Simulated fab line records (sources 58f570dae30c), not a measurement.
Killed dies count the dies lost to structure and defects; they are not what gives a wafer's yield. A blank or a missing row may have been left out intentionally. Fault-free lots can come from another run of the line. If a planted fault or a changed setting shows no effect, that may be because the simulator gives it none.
The same fault as seen by 2 desks	flow berkeley-cmos170	each desk holds nothing but its own numbers, with what lay behind them at the end

== AT THE METROLOGY DESK ==
Lot by lot, what the gauges showed, no matter which tool ran the lot: averages of those sampled wafers that carry a number. The brackets show how far a lot's mean lies from the usual mean; more than 4 standard deviations puts the lot out of limits, marked OUT.
Columns: A = M3_OVL at UCB170_M3_OVL_MEAS_16, usual -4 nm
lot	first seen here	A
L896	day 9 10:44	-3
L898	day 9 11:55	-5
L902	day 10 01:09	5
L903	day 10 05:04	-3
L905	day 10 22:31	-4
L904	day 10 22:40	1
L907	day 11 16:23	-3
L915	day 13 04:47	-3
L913	day 13 05:48	-1
L916	day 13 05:57	0
L917	day 13 06:14	1
L918	day 13 06:42	-7
This desk's verdict: no lot among the 12 shows anything out of limits.

== THE TOOL OWNER'S DESK: litho-track-01 ==
For each lot that ran on this tool, the mean over its sampled wafers that have a number, from the tool's own readings at UCB170_M3_PEB_13. The brackets show how far a lot's mean lies from the usual mean; more than 4 standard deviations puts the lot out of limits, marked OUT.
Columns: A = chill-plate-temp-C at UCB170_M3_PEB_13, usual 23.01 C; B = exhaust-pa at UCB170_M3_PEB_13, usual 44.8 Pa
lot	first seen here	A	B
L896	day 9 10:23	23.10	44.4
L898	day 9 11:32	22.96	44.5
L904	day 10 22:19	22.95	44.4
This desk's verdict: no lot among the 3 shows anything out of limits.

== ALL TOGETHER ==
At the metrology desk, nothing out of limits was observed.
Nothing out of limits was seen by the tool owner's desk.

== WHAT THE SIMULATOR HAD INSERTED ==
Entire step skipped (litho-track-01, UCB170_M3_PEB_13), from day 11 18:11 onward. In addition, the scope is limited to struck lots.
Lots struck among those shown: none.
